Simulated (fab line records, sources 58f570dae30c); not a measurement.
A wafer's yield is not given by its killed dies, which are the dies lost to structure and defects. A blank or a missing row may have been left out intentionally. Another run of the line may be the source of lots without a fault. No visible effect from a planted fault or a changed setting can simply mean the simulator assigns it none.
Which of the tools did it? -- flow berkeley cmos170 -- 14 lots, 42 wafers sampled, at 2 steps of a route of 331

## WHAT EACH GAUGE READ, for each wafer
UCB170_WELLDRIVE_THK_MEAS_02.
lot,measured,on,WELLDRIVE_OXIDE_THK (nm)
L921,day 4 07:56,film metro-01,199 199 197
L922,day 4 07:57,film metro-03,200 196 200
L924,day 4 20:11,film metro-02,196 199 195
L926,day 5 03:09,film metro-03,203 199 202
L927,day 5 13:29,film metro-03,229 228 227
L928,day 5 13:30,film metro-01,233 231 236
L933,day 6 16:00,film metro-03,195 191 192
L936,day 7 02:40,film metro-03,200 200 199
L938,day 7 12:56,film metro-02,197 196 198
L939,day 7 19:40,film metro-03,197 203 200
L940,day 7 19:40,film metro-01,196 198 196
L941,day 8 13:28,film metro-03,202 203 202
L942,day 8 13:29,film metro-02,202 201 197
L943,day 9 00:39,film metro-03,195 201 194

## WHICH TOOL RAN EACH LOT (tool, then ch and the chambers of the sampled wafers, then the start)
lot,UCB170_WELLDRIVE_OXIDATION_01
L921,"furnace-02 ch 0, day 4 04:26"
L922,"furnace-02 ch 0, day 4 04:26"
L924,"furnace-01 ch 0, day 4 16:41"
L926,"furnace-02 ch 0, day 4 23:38"
L927,"furnace-02 ch 0, day 5 09:59"
L928,"furnace-02 ch 0, day 5 09:59"
L933,"furnace-04 ch 0, day 6 12:28"
L936,"furnace-04 ch 0, day 6 23:08"
L938,"furnace-01 ch 0, day 7 09:26"
L939,"furnace-04 ch 0, day 7 16:10"
L940,"furnace-04 ch 0, day 7 16:10"
L941,"furnace-02 ch 0, day 8 09:58"
L942,"furnace-02 ch 0, day 8 09:58"
L943,"furnace-02 ch 0, day 8 21:09"
- UCB170_WELLDRIVE_OXIDATION_01: target thk 199 nm, ox time 9000 s.

## WHAT THE TOOLS THEMSELVES READ (means of the sampled wafers that have a number; where no wafer has one, the mark that the record gives instead)
UCB170_WELLDRIVE_OXIDATION_01.
lot,tool,spike tc centre C (C),spike tc load C (C),spike tc source C (C),tube center temp C (C),tube_center_temp_C_max
L921,furnace-02,1102.2,1126.5,1125.8,1100,1103.6
L922,furnace-02,1101.2,1126.8,1127.1,1100,1103.1
L924,furnace-01,1101.4,1127.0,1123.9,1100,1103.2
L926,furnace-02,1102.2,1126.8,1126.7,1100,1102.9
L927,furnace-02,1134.1,1158.5,1159.4,1132,1134.4
L928,furnace-02,1134.2,1158.9,1159.3,1132,1134.8
L933,furnace-04,1103.5,1127.2,1129.0,1100,1103.2
L936,furnace-04,1103.4,1128.9,1129.6,1100,1102.8
L938,furnace-01,1102.6,1125.9,1124.9,1100,1102.8
L939,furnace-04,1102.9,1129.5,1129.1,1100,1103.2
L940,furnace-04,1103.7,1128.6,1129.2,1100,1103.1
L941,furnace-02,1102.4,1126.9,1127.3,1100,1102.8
L942,furnace-02,1102.3,1126.6,1126.2,1100,1102.4
L943,furnace-02,1102.0,1125.9,1126.2,1100,1102.8

## THE ANSWER, worked out from the rows above alone
Rule: usual is defined by the lots themselves. Put in order of their means at a reading, lots are off if they are a third of the lots or fewer, leave a main group of 4 or more, and stand apart from it by a gap of 3 or more times the standard deviation of the main group's means; of several such gaps the widest counts. The tables above print the reading to a certain number of digits; a main group whose means all agree to those digits is not used. A lot without any number at a reading at which 4 lots or more have one is off too. All remaining lots with rows at the step are treated as sound. Order of review: gauges by route order, followed by the tools' own readings, for which a lot's mean as printed above is used. At the first step where some lot is off, the reading lying furthest off is the one used; lots without a number count as furthest.
Off: L927, L928, seen at UCB170_WELLDRIVE_THK_MEAS_02 (WELLDRIVE_OXIDE_THK). Main group: mean 198 nm, sd 2.5.
If a tool, at a process step before that reading, ran all the lots that are off and no sound lot after the first of them, it fits. The gauges at UCB170_WELLDRIVE_THK_MEAS_02 aren't tried: what is off there is off at UCB170_WELLDRIVE_OXIDATION_01 too, on other tools, and a gauge's error can't cause that. Of those tried, none fits.

## WHAT THE SIMULATOR HAD PUT IN
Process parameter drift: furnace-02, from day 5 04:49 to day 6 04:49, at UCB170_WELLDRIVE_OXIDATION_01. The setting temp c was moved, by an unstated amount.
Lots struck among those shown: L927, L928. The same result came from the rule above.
